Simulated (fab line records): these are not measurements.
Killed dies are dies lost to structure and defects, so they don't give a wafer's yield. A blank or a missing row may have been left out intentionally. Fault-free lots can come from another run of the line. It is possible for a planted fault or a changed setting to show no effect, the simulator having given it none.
Which tool was responsible?    flow rit cmos    Sampling: 7 lots, 21 wafers, 2 of 202 route steps

WHAT THE GAUGES READ, wafer by wafer
RIT_REOX_THK_MEAS_04.
lot   measured     on             REOX_OXIDE_THK (nm)
L779  day 3 07:08  film metro-02  25.6 25.2 25.9
L781  day 4 00:23  film metro-04  25.3 25.6 25.3
L784  day 4 05:33  film metro-04  25.4 25.4 25.3
L788  day 5 01:25  film metro-02  25.3 25.2 25.4
L790  day 5 14:03  film metro-04  25.9 25.5 25.9
L793  day 6 03:44  film metro-02  31.5 31.7 31.5
L800  day 8 00:29  film metro-04  25.9 26.0 25.8

WHICH TOOL RAN EACH LOT (tool, then ch and the chambers of the sampled wafers, then the start)
lot   RIT_REOX_OXIDATION_03
L779  furnace-04 ch 0, day 3 04:35
L781  furnace-03 ch 0, day 3 21:50
L784  furnace-04 ch 0, day 4 02:59
L788  furnace-03 ch 0, day 4 22:52
L790  furnace-04 ch 0, day 5 11:28
L793  furnace-03 ch 0, day 6 01:11
L800  furnace-01 ch 0, day 7 21:56
- RIT_REOX_OXIDATION_03: target thk 25.2 nm, ox time 5580 s.

THE ANSWER, worked out from the rows above alone
Rule: what is usual is taken from the lots themselves. Put in order of their means at a reading, lots are off if they are a third of the lots or fewer, leave a main group of 4 or more, and stand apart from it by a gap of 3 or more times the standard deviation of the main group's means; of several such gaps the widest counts. If all means in a main group match to the digits the tables above print for the reading, that group is not used. A lot without any number at a reading at which 4 lots or more have one is off too. Any other lot the step has rows for is counted as sound.
Off: L793, seen at RIT_REOX_THK_MEAS_04 (REOX_OXIDE_THK). Main group: mean 25.6 nm, sd 0.22.
If a tool, at a process step before that reading, ran all the lots that are off and no sound lot after the first of them, it fits. The gauges at RIT_REOX_THK_MEAS_04 are tried like those tools. 2 tools fit, furnace-03 at RIT_REOX_OXIDATION_03 and film metro-02 at RIT_REOX_THK_MEAS_04, so this cannot tell which one it is.

WHAT WAS PUT IN BY THE SIMULATOR
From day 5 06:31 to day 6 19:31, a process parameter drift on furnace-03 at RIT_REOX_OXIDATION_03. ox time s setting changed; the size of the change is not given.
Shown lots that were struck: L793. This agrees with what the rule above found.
